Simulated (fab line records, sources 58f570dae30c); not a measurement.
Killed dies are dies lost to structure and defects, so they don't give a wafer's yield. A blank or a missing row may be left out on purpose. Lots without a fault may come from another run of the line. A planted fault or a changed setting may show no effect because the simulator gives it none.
Split-lot experiment | flow berkeley_cmos170 | 5 lots, 23 wafers read, on a route of 331 steps

THE SPLIT
At UCB170_PFIELD_IMPLANT_07, the setting dose_cm2 was moved away from the recipe's 2e+13 on 10 of the 23 wafers read, by -5.6% to +7.3%. The other wafers ran this setting at the recipe's value.

FROM THE SPLIT TO THE READING: what the file shows between them, 1 step
- UCB170_PFIELD_STRIP_08: strips in O2

THE READING
PFIELD_TW, at UCB170_PFIELD_TW_MEAS_09. Fault-free wafers of this fab line usually give 600, standard deviation 4.

wafer  | tool, chamber at the split | dose_cm2 as run | against the recipe | PFIELD_TW | against lot-mates on the recipe
L077.1 | implanter-04, 0            | 2e+13           | recipe             | 604       | -
L077.3 | implanter-04, 0            | 2e+13           | recipe             | 606       | -
L077.4 | implanter-04, 0            | 2.145e+13       | +7.3%              | 617       | +12
L077.5 | implanter-04, 0            | 2e+13           | recipe             | 604       | -
L077.6 | implanter-04, 0            | 2.145e+13       | +7.3%              | 615       | +10
L078.1 | implanter-01, 0            | 2e+13           | recipe             | 604       | -
L078.3 | implanter-01, 0            | 2e+13           | recipe             | 602       | -
L078.4 | implanter-01, 0            | 1.887e+13       | -5.6%              | 590       | -13
L078.5 | implanter-01, 0            | 1.887e+13       | -5.6%              | 591       | -12
L078.6 | implanter-01, 0            | 2e+13           | recipe             | 602       | -
L079.1 | implanter-04, 0            | 1.928e+13       | -3.6%              | 598       | -6
L079.2 | implanter-04, 0            | 2e+13           | recipe             | 603       | -
L079.3 | implanter-04, 0            | 2e+13           | recipe             | 605       | -
L079.4 | implanter-04, 0            | 1.928e+13       | -3.6%              | 594       | -10
L079.5 | implanter-04, 0            | 1.928e+13       | -3.6%              | 599       | -5
L081.1 | implanter-03, 0            | 2e+13           | recipe             | 594       | -
L081.3 | implanter-03, 0            | 2e+13           | recipe             | 597       | -
L081.6 | implanter-03, 0            | 2e+13           | recipe             | 593       | -
L083.1 | implanter-01, 0            | 2.144e+13       | +7.2%              | 607       | +13
L083.3 | implanter-01, 0            | 2.144e+13       | +7.2%              | 607       | +13
L083.4 | implanter-01, 0            | 2.144e+13       | +7.2%              | 608       | +14
L083.5 | implanter-01, 0            | 2e+13           | recipe             | 595       | -
L083.6 | implanter-01, 0            | 2e+13           | recipe             | 593       | -

THE FIT
A straight line over all 23 wafers: PFIELD_TW changes by +1.45 for each +1% of dose_cm2; r = +0.80; the points scatter about the line by 4.5.
The same after taking each lot's own level away (the mean of its wafers on the recipe; 23 wafers): +1.85 for each +1%; r = +0.98; scatter 1.5.
On that fit, the largest move of dose_cm2 shifts the reading by 13.
The lots' own levels span 594.0 to 604.7, that is 2.7 times the standard deviation above.
So the lot-to-lot level changes the slope: the two fits differ.
Check: with one of the wafers moved furthest among these (+7.3%) left out of the fit, the line predicts +13.1 for it against its lot-mates. It came out at +12.3 against them.

OTHER SPLITS ON THESE WAFERS
These wafers also went through other splits before the reading. Each is held against what the fit with the lots' levels taken away leaves over:
other split on the same wafers      | wafers away from the commonest value | r with PFIELD_TW (lot level and that fit taken away)
UCB170_ZERO_COAT_01 resist_thk_nm   | 7                                    | +0.07
UCB170_ZERO_EXPOSE_03 dose_mj       | 11                                   | +0.06
UCB170_NWELL_IMPLANT_14 energy_kev  | 8                                    | +0.35
UCB170_PWELL_OXIDATION_02 ox_time_s | 15                                   | -0.21
UCB170_PWELL_ETCH_14 time_s         | 5                                    | -0.02
UCB170_PWELL_IMPLANT_15 dose_cm2    | 8                                    | -0.10
UCB170_ACTIVE_COAT_08 resist_thk_nm | 8                                    | +0.19
UCB170_ACTIVE_EXPOSE_10 dose_mj     | 11                                   | -0.12

THE FILE'S OWN FIT
PFIELD_TW changes by +1.84 for each +1% of dose_cm2, r = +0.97.
